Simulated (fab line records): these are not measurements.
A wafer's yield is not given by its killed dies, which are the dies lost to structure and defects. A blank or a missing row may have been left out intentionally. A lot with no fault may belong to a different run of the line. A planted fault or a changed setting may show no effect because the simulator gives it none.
Which tool is to blame?    flow ritCmos    15 lots with 45 wafers sampled at 2 steps, on a route of 202 steps

## WHAT THE GAUGES READ, wafer by wafer
The record lacks any reading of a measuring or inspecting step that a usual standard deviation could be used to judge.

## TOOL THAT RAN EACH LOT (tool first, then ch and the chambers of the sampled wafers, then the start)
lot   RIT_PSD_STRIP_09                    RIT_M1_PROBE_99
L609  plasmaAsher-01 ch 0,1, day 3 04:57  prober-02, day 3 13:13
L610  plasmaAsher-01 ch 0,1, day 3 10:49  prober-01, day 3 20:43
L611  plasmaAsher-03 ch 0,1, day 3 13:31  prober-02, day 4 00:54
L612  plasmaAsher-01 ch 0,1, day 3 20:25  prober-01, day 4 04:32
L614  plasmaAsher-03 ch 0,1, day 4 04:04  prober-01, day 4 12:38
L615  plasmaAsher-04 ch 0,1, day 4 07:16  prober-02, day 4 15:32
L617  plasmaAsher-04 ch 0,1, day 4 17:44  prober-02, day 5 02:32
L618  plasmaAsher-01 ch 0,1, day 5 00:22  prober-01, day 5 08:20
L621  plasmaAsher-01 ch 0,1, day 5 13:12  prober-02, day 5 21:08
L622  plasmaAsher-01 ch 0,1, day 5 18:28  prober-01, day 6 02:56
L623  plasmaAsher-01 ch 0,1, day 5 23:46  prober-02, day 6 08:35
L624  plasmaAsher-01 ch 0,1, day 6 02:59  prober-01, day 6 11:24
L625  plasmaAsher-04 ch 0,1, day 6 09:30  prober-02, day 6 20:15
L626  plasmaAsher-04 ch 0,1, day 6 13:47  prober-01, day 6 23:53
L627  plasmaAsher-01 ch 0,1, day 6 19:20  prober-02, day 7 06:43
- RIT_PSD_STRIP_09: strips in O2, time 180 s.
- RIT_M1_PROBE_99

## AS READ BY THE TOOLS THEMSELVES (means over the sampled wafers that have a number; for cases with no such wafer, the mark the record gives instead)
RIT_PSD_STRIP_09.
lot   tool            drypumpMotorCurrentA (A)
L609  plasmaAsher-01  5.88
L610  plasmaAsher-01  5.63
L611  plasmaAsher-03  6.04
L612  plasmaAsher-01  5.65
L614  plasmaAsher-03  6.05
L615  plasmaAsher-04  5.76
L617  plasmaAsher-04  5.78
L618  plasmaAsher-01  5.88
L621  plasmaAsher-01  5.63
L622  plasmaAsher-01  5.64
L623  plasmaAsher-01  5.90
L624  plasmaAsher-01  5.67
L625  plasmaAsher-04  5.78
L626  plasmaAsher-04  5.79
L627  plasmaAsher-01  5.88

RIT_M1_PROBE_99.
lot   tool       killedAtContacts  killedAtFrontEnd  killedDies  killedOnRim  killedOpen  killedShort
L609  prober-02  0.0               3.7               3.7         0.7          1.7         2.0
L610  prober-01  0.0               7.3               7.3         2.0          3.3         4.0
L611  prober-02  0.7               6.7               7.3         1.7          3.3         4.0
L612  prober-01  0.0               8.0               8.0         1.7          3.3         4.7
L614  prober-01  0.0               9.0               9.0         3.3          5.0         4.0
L615  prober-02  0.3               5.7               6.0         1.7          4.0         2.0
L617  prober-02  0.7               8.7               9.3         3.3          3.3         6.0
L618  prober-01  0.0               7.3               7.3         2.7          3.7         3.7
L621  prober-02  0.3               4.7               5.0         1.7          3.7         1.3
L622  prober-01  0.0               6.0               6.0         2.0          1.7         4.3
L623  prober-02  0.0               33.0              33.0        11.0         3.0         2.7
L624  prober-01  0.3               27.3              27.7        10.3         3.3         2.0
L625  prober-02  0.0               8.0               8.0         2.7          4.3         3.3
L626  prober-01  0.0               10.0              10.0        2.0          3.7         6.3
L627  prober-02  0.3               31.3              31.7        10.3         2.3         4.0

## THE ANSWER, worked out from the rows above alone
Rule: what is usual is taken from the lots themselves. Put in order of their means at a reading, lots are off if they are a third of the lots or fewer, leave a main group of 4 or more, and stand apart from it by a gap of 3 or more times the standard deviation of the main group's means; of several such gaps the widest counts. Not used: any main group whose means are identical at the precision the tables above print for the reading. A lot without any number at a reading at which 4 lots or more have one is off too. The other lots that the step has rows for count as sound. After the gauges, taken in route order, come the tools' own readings; for these a lot's mean is taken, as printed above. The first step at which some lot is off is used, and at that step the reading that is off furthest; a lot without a number counts as furthest.
Off: L623, L624, L627 (RIT_M1_PROBE_99, killedDies). Mean 7.2 and standard deviation 1.7 in the main group.
A tool fits if, at that step or a process step before it, it ran every lot that is off, and no sound lot after the first of them. One fits: RIT_PSD_STRIP_09 on plasmaAsher-01. A fault onset in the window from L622 (day 5 18:28, its last sound lot) to L623 (day 5 23:46, its first lot off) fits.

## WHAT THE SIMULATOR HAD PUT IN
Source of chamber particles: plasmaAsher-01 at RIT_PSD_STRIP_09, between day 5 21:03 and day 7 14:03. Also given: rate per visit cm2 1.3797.
Shown lots that were struck: L623, L624, L627. The rule given above showed the same thing.
